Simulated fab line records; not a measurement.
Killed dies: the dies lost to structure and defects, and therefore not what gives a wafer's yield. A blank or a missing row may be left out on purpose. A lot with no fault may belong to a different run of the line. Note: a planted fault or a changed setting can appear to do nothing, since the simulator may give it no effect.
A lot that was struck, set against a sound lot | flow rit cmos | 23 steps out of a route of 202
Sound: wafers L153.1, L153.2, L153.3. The struck wafers were L161.2, L161.3, L161.6. The cause is given at the end.
For every step that has rows: the tool of each side, followed by ch and its chambers, followed by its first start. Under that, the readings that differ: sound wafers | struck wafers | difference of the means | sigmas: that difference in standard deviations of wafers without a fault.
alike: words and numbers the same on both sides, and readings whose means are apart by under 2 such deviations; not compared: readings that were withheld, readings missing a value for some wafer, numbers with overlapping values and no deviation given by the record, and bounds like >300 which may hide the same value.
Wherever a step has rows on one side only, a row that says differs or no value, or a row with sigmas, the two part there. Numbers that don't overlap but have no deviation are shown without sigmas and don't part them. A reading missing from all wafers of one side parts the sides only when that side holds two or more wafers.

RIT_CONTACT_CD_MEAS_08: target cd 1000 nm.
  struck on cd sem-02, day 6 17:42; sound on cd sem-02, day 5 00:22
  alike: cd nm
RIT_CONTACT_OVL_MEAS_09:
  struck on overlay-02, day 6 17:48; sound on overlay-01, day 5 00:29
  alike: CONTACT_OVL
then, 1 step without rows for these wafers: RIT_CONTACT_HARDBAKE_10 (time 60 s).
RIT_CONTACT_ETCH_11: etches SiO2 in CHF3/CF4/Ar, stops on TiSi2, target depth 480 nm, time 320 s.
  sound on rie diel-02 ch 1,2,3, day 5 00:40; struck on rie diel-03 ch 0,3, day 6 17:59
  alike: cf4 flow sccm, chamber pressure mTorr, drypump motor current A, oes product au, rf fwd power W, throttle valve pct
  not compared: rf hours counter h
RIT_CONTACT_STRIP_12: strips in O2, time 180 s.
  sound on plasma asher-03 ch 0,1, day 5 00:52; struck on plasma asher-03 ch 0,1, day 6 18:11
  alike: chamber pressure mTorr, drypump motor current A
  not compared: rf hours counter h
RIT_CONTACT_CD_MEAS_90: target cd 1000 nm.
  struck on cd sem-01, day 6 18:22; sound on cd sem-01, day 5 01:02
  alike: cd nm
then, 2 steps without rows for these wafers: RIT_CONTACT_CLEAN_13 (cleans in SC1, time 600 s); RIT_CONTACT_CLEAN_14 (cleans in SC2, time 600 s).
RIT_M1_SPUTTER_00: material Al, target thk 400 nm, time 500 s.
  struck on pvd sputter-02, day 6 18:50; sound on pvd sputter-02, day 5 01:31
  alike: cathode dc power W, throttle valve pct
RIT_M1_RS_MEAS_01: a four-point-probe measurement.
  struck on film metro-01, day 6 19:09; sound on film metro-04, day 5 01:48
  alike: M1_AL_RS
RIT_M1_THK_MEAS_02: measures by xrf.
  struck on film metro-01, day 6 19:16; sound on film metro-04, day 5 01:55
  alike: M1_AL_THK
then, 1 step without rows for these wafers: RIT_M1_HMDS_03 (prime time 60 s).
RIT_M1_COAT_04: resist thk 1325 nm.
  sound on litho track-03 ch 0, day 5 02:08; struck on litho track-03 ch 0, day 6 19:29
  reading                                 | sound                | struck               | difference | sigmas
  spin speed rpm (rpm)                    | 2001.8 1999.8 1998.5 | 2053.6 2052.2 2052.3 | +52.7      | +33
  model.NOVOLAK_of_M1_COAT_04.thk nm (nm) | 1322 1327 1326       | 1306 1304 1307       | -19        |
then, 4 steps without rows for these wafers: RIT_M1_SOFTBAKE_05 (time 60 s); RIT_M1_EXPOSE_06 (exposes mask M12, target cd 2600 nm); RIT_M1_PEB_07; RIT_M1_DEVELOP_08 (develop time 68 s).
RIT_M1_CD_MEAS_09: target cd 2600 nm.
  struck on cd sem-02, day 6 20:13; sound on cd sem-02, day 5 02:59
  reading    | sound                | struck               | difference | sigmas
  cd nm (nm) | 2601.7 2604.0 2603.2 | 2596.6 2598.8 2596.5 | -5.7       | -3
RIT_M1_OVL_MEAS_10:
  struck on overlay-02, day 6 20:19; sound on overlay-01, day 5 03:07
  alike: M1_OVL
then, 1 step without rows for these wafers: RIT_M1_HARDBAKE_11 (time 120 s).
RIT_M1_METAL_ETCH_12: etches Al in Cl2/BCl3, stops on SiO2, time 165 s, target depth 600 nm.
  sound on rie metal-04 ch 0,1, day 5 03:23; struck on rie metal-02 ch 0,1, day 6 20:38
  reading                                 | sound             | struck            | difference | sigmas
  model.NOVOLAK_of_M1_COAT_04.thk nm (nm) | 827.3 839.6 829.5 | 797.7 816.1 800.6 | -27.3      |
  alike: chamber pressure mTorr, drypump motor current A, he backside leak sccm, oes product au, rf fwd power W, throttle valve pct
  not compared: rf hours counter h
then, 1 step without rows for these wafers: RIT_M1_STRIP_13 (strips in nmp, time 616.9 s).
RIT_M1_PROBE_99:
  struck on prober-02, day 6 22:57; sound on prober-01, day 5 05:39
  alike: defect limited yield, killed at contacts, killed at front end, killed dies, killed on rim, killed open, killed short, sort_bin_3_pad_short, sort_bin_5_function, sort_bin_6_memory, sort n pass, sort yield pct

== WHERE THEY PART ==
First at RIT_M1_COAT_04; last, within this record, at RIT_M1_CD_MEAS_09. Later steps at which nothing parts them and some readings are alike: RIT_M1_OVL_MEAS_10, RIT_M1_METAL_ETCH_12, RIT_M1_PROBE_99.

WHY: what the simulator had put in
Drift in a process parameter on litho track-03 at RIT_M1_COAT_04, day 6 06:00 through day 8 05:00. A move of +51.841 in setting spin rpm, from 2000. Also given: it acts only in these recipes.
